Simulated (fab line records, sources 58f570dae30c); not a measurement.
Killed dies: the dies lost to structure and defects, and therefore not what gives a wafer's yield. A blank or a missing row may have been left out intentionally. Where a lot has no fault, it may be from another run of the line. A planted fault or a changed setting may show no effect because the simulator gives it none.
Struck lot and sound lot, side by side + flow berkeley-cmos170 + 18 steps out of a route of 331
Sound: these wafers, L848.1, L848.2, L848.3. Wafers L859.2, L859.5, L859.6 were the ones struck. The cause comes at the end.
At each step with rows: each side's tool, then ch and its chambers, then its first start. Under that, the readings that differ: sound wafers + struck wafers + difference of the means + sigmas: that difference in standard deviations of wafers without a fault.
alike: readings whose means differ by less than 2 such deviations, and words and numbers that are the same on both sides. not compared: withheld readings, readings that some wafer has no value for, bounds like >300 that may hide the same value, and numbers for which the record gives no deviation and whose values overlap.
Wherever a step has rows on one side only, a row that says differs or no value, or a row with sigmas, the two part there. Numbers that have no deviation but don't overlap get no sigmas and don't part them. Lack of a reading on every wafer of one side parts them only where that side has two or more wafers.

first, 2 steps without rows for these wafers: UCB170_GATE_PEB_10; UCB170_GATE_DEVELOP_11 (develop time 45 s).
UCB170_GATE_CD_MEAS_12: target cd 350 nm.
  sound on cd-sem-02, day 7 05:35; struck on cd-sem-01, day 9 15:16
| reading    | sound             | struck            | difference | sigmas |
|------------|-------------------|-------------------|------------|--------|
| cd-nm (nm) | 351.7 353.1 352.6 | 349.0 349.8 348.2 | -3.5       | -2     |
UCB170_GATE_OVL_MEAS_13:
  sound on overlay-02, day 7 05:42; struck on overlay-01, day 9 15:22
  alike: GATE_OVL
UCB170_GATE_ETCH_14: etches BARC in N2/H2.
  sound on rie-diel-01 ch 1,2,3, day 7 05:44; struck on rie-diel-01 ch 2,3, day 9 15:24
  alike: drypump-motor-current-A, oes-product-au, throttle-valve-pct
UCB170_GATE_ETCH_15: etches poly-Si in HBr/Cl2, stops on SiO2, time 56.3 s, target depth 278.2 nm.
  sound on rie-si-01 ch 1,2,3, day 7 05:47; struck on rie-si-02 ch 0,1, day 9 15:26
  alike: drypump-motor-current-A, oes-product-au, throttle-valve-pct
  not compared: rf-hours-counter-h
UCB170_GATE_STRIP_16: strips in O2.
  sound on plasma-asher-04 ch 0,1, day 7 05:50; struck on plasma-asher-01 ch 0,1, day 9 15:29
  alike: drypump-motor-current-A, oes-product-au
  not compared: rf-hours-counter-h
UCB170_GATE_CD_MEAS_90: target cd 350 nm.
  sound on cd-sem-01, day 7 05:58; struck on cd-sem-01, day 9 15:46
| reading    | sound             | struck            | difference | sigmas |
|------------|-------------------|-------------------|------------|--------|
| cd-nm (nm) | 351.5 352.8 354.2 | 348.9 350.5 348.8 | -3.4       | -2     |
then, 4 steps without rows for these wafers: UCB170_GATE_CLEAN_17 (cleans in SPM, time 600 s); UCB170_PLDD_HMDS_00 (prime time 60 s); UCB170_PLDD_COAT_01 (resist thk 900 nm); UCB170_PLDD_SOFTBAKE_02 (time 60 s).
UCB170_PLDD_EXPOSE_03: exposes mask PSELECT, target cd 1200 nm.
  sound on krf-scanner-02 ch 0, day 7 06:43; struck on krf-scanner-02 ch 0, day 9 16:31
| reading              | sound                | struck               | difference | sigmas      |
|----------------------|----------------------|----------------------|------------|-------------|
| exposure-dose-mJ-cm2 | 29.967 30.006 29.993 | 33.378 33.334 33.322 | +3.356     | +99 or more |
  alike: mask
then, 2 steps without rows for these wafers: UCB170_PLDD_PEB_04; UCB170_PLDD_DEVELOP_05 (develop time 45 s).
UCB170_PLDD_CD_MEAS_06: target cd 1200 nm.
  sound on cd-sem-02, day 7 07:07; struck on cd-sem-01, day 9 17:22
| reading    | sound                | struck               | difference | sigmas |
|------------|----------------------|----------------------|------------|--------|
| cd-nm (nm) | 1197.0 1198.3 1197.6 | 1217.3 1216.6 1217.4 | +19.5      | +15    |
UCB170_PLDD_OVL_MEAS_07:
  sound on overlay-01, day 7 07:14; struck on overlay-02, day 9 17:28
  alike: PLDD_OVL
UCB170_M3_PROBE_99:
  sound wafers here have rows in the record (prober-01, day 8 22:05); struck ones have none

WHERE THEY PART
Last at UCB170_M3_PROBE_99 as far as this record goes, first at UCB170_GATE_CD_MEAS_12.

WHY: whatever the simulator had introduced
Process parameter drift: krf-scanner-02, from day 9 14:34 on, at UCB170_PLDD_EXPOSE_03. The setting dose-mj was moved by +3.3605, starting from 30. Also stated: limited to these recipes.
